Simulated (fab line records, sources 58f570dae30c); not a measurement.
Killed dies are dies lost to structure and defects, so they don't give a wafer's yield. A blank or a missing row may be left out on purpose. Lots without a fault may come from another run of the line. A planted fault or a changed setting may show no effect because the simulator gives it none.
A struck lot beside a sound one | flow berkeley_cmos170 | 14 steps out of a route of 331
Sound: wafers L155.2, L155.4, L155.5. Struck: wafers L164.2, L164.3, L164.6. The cause comes at the end.
At each step with rows: each side's tool, then ch and its chambers, then its first start. Under that, the readings that differ: sound wafers | struck wafers | difference of the means | sigmas: that difference in standard deviations of wafers without a fault.
alike: readings whose means differ by less than 2 such deviations, and words and numbers that are the same on both sides. not compared: withheld readings, readings that some wafer has no value for, bounds like >300 that may hide the same value, and numbers for which the record gives no deviation and whose values overlap.
The two part at a step that has a row with sigmas, a row that says differs or no value, or rows on one side only. Numbers that don't overlap but have no deviation are shown without sigmas and don't part them. A reading that every wafer of one side lacks parts them only if that side has two wafers or more.

first, 3 steps without rows for these wafers: UCB170_NVT_EXPOSE_03 (exposes mask PWELL, target cd 3000 nm); UCB170_NVT_PEB_04; UCB170_NVT_DEVELOP_05 (develop time 45 s).
UCB170_NVT_OVL_MEAS_06:
  sound on overlay-02, day 7 17:22; struck on overlay-02, day 9 14:31
  reading      | sound   | struck | difference | sigmas
  NVT_OVL (nm) | 0 -5 -3 | 8 7 7  | +10        | +2
then, 1 step without rows for these wafers: UCB170_NVT_IMPLANT_07.
UCB170_NVT_STRIP_08: strips in O2.
  sound on plasma_asher-02 ch 0, day 7 17:33; struck on plasma_asher-02 ch 0,1, day 9 14:42
  alike: drypump_motor_current_A, oes_product_au, strip_time_to_endpoint_s
  not compared: rf_hours_counter_h
UCB170_NVT_TW_MEAS_09:
  sound on film_metro-02, day 7 17:40; struck on film_metro-04, day 9 14:49
  alike: NVT_TW
then, 5 steps without rows for these wafers: UCB170_NVT_CLEAN_10 (cleans in SPM, time 600 s); UCB170_PVT_HMDS_00 (prime time 60 s); UCB170_PVT_COAT_01 (resist thk 900 nm); UCB170_PVT_SOFTBAKE_02 (time 60 s); UCB170_PVT_EXPOSE_03 (exposes mask NWELL, target cd 3000 nm).
UCB170_PVT_PEB_04:
  sound on litho_track-02 ch 0, day 7 20:10; struck on litho_track-01, day 9 15:44
  no value came back on the struck wafers for chill_plate_temp_C (C), exhaust_pa (Pa), heater_power_total_W (W); on the sound wafers chill_plate_temp_C (C) reads 22.99 22.87 22.94
then, 1 step without rows for these wafers: UCB170_PVT_DEVELOP_05 (develop time 45 s).

WHERE THEY PART
First at UCB170_NVT_OVL_MEAS_06; last, within this record, at UCB170_PVT_PEB_04.

WHY: what the simulator had put in
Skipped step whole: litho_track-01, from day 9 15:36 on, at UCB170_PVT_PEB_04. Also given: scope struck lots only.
